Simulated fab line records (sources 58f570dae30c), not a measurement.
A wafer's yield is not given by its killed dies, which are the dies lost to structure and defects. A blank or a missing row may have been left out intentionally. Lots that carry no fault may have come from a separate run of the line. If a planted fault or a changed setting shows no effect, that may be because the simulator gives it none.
Split-lot study | flow berkeley-cmos170 | route with 331 steps; 5 lots, 23 wafers read

== THE SPLIT ==
At UCB170_START_OXIDATION_02 (target thk 20 nm, ox time 1800 s), the setting ox-time-s was moved away from the recipe's 1800 s on 15 of the 23 wafers read, by -12.6% to +12.0%. For the rest of the wafers, this setting stayed at what the recipe calls for.

There is no step in the file separating the split from the reading.

== THE READING ==
At UCB170_START_THK_MEAS_03: START_OXIDE_THK, given in nm. A value of 20.1 nm with a standard deviation of 0.4 nm is what fault-free wafers of this fab line usually give.

wafer  | tool, chamber at the split | ox-time-s as run, s | against the recipe | START_OXIDE_THK, nm | against lot-mates on the recipe
L074.2 | -, -                       | 1716                | -4.7%              | 19.6                | no lot-mate on the recipe
L074.3 | -, -                       | 1716                | -4.7%              | 19.3                | no lot-mate on the recipe
L074.4 | -, -                       | 1716                | -4.7%              | 19.5                | no lot-mate on the recipe
L074.5 | -, -                       | 1716                | -4.7%              | 19.4                | no lot-mate on the recipe
L074.6 | -, -                       | 1716                | -4.7%              | 19.2                | no lot-mate on the recipe
L079.1 | -, -                       | 2016                | +12.0%             | 21.8                | no lot-mate on the recipe
L079.2 | -, -                       | 2016                | +12.0%             | 21.9                | no lot-mate on the recipe
L079.3 | -, -                       | 2016                | +12.0%             | 21.8                | no lot-mate on the recipe
L079.5 | -, -                       | 2016                | +12.0%             | 22.1                | no lot-mate on the recipe
L079.6 | -, -                       | 2016                | +12.0%             | 22.1                | no lot-mate on the recipe
L080.1 | furnace-03, 0              | 1800                | recipe             | 20.0                | -
L080.5 | furnace-03, 0              | 1800                | recipe             | 20.5                | -
L080.6 | furnace-03, 0              | 1800                | recipe             | 20.3                | -
L082.1 | -, -                       | 1573                | -12.6%             | 18.7                | no lot-mate on the recipe
L082.2 | -, -                       | 1573                | -12.6%             | 18.5                | no lot-mate on the recipe
L082.3 | -, -                       | 1573                | -12.6%             | 18.8                | no lot-mate on the recipe
L082.5 | -, -                       | 1573                | -12.6%             | 18.9                | no lot-mate on the recipe
L082.6 | -, -                       | 1573                | -12.6%             | 18.7                | no lot-mate on the recipe
L084.1 | -, -                       | 1800                | recipe             | 19.9                | -
L084.2 | -, -                       | 1800                | recipe             | 19.7                | -
L084.3 | -, -                       | 1800                | recipe             | 19.8                | -
L084.4 | -, -                       | 1800                | recipe             | 20.0                | -
L084.6 | -, -                       | 1800                | recipe             | 19.8                | -

THE FIT
A straight line over all 23 wafers: START_OXIDE_THK changes by +0.133 nm for each +1% of ox-time-s; r = +0.97; the points scatter about the line by 0.27 nm.
Too few moved wafers with a lot-mate on the recipe to fit a line net of each lot's own level.

== THE WHOLE CHAIN: every reading that the file lists as answering this split, in the file's order ==
step                      | what it does                     | reading                                                                            | change (the file's fit)               | r (the file's)
UCB170_START_OXIDATION_02 | target thk 20 nm, ox time 1800 s | SiO2_of_START_OXIDATION_02.thk-nm (the simulator's own value, which no gauge read) | +0.133 nm for each +1% of the setting | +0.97
UCB170_START_THK_MEAS_03  |                                  | START_OXIDE_THK                                                                    | +0.134 for each +1% of the setting    | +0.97

== THE FILE'S OWN FIT ==
START_OXIDE_THK changes by +0.134 nm for each +1% of ox-time-s, r = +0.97.
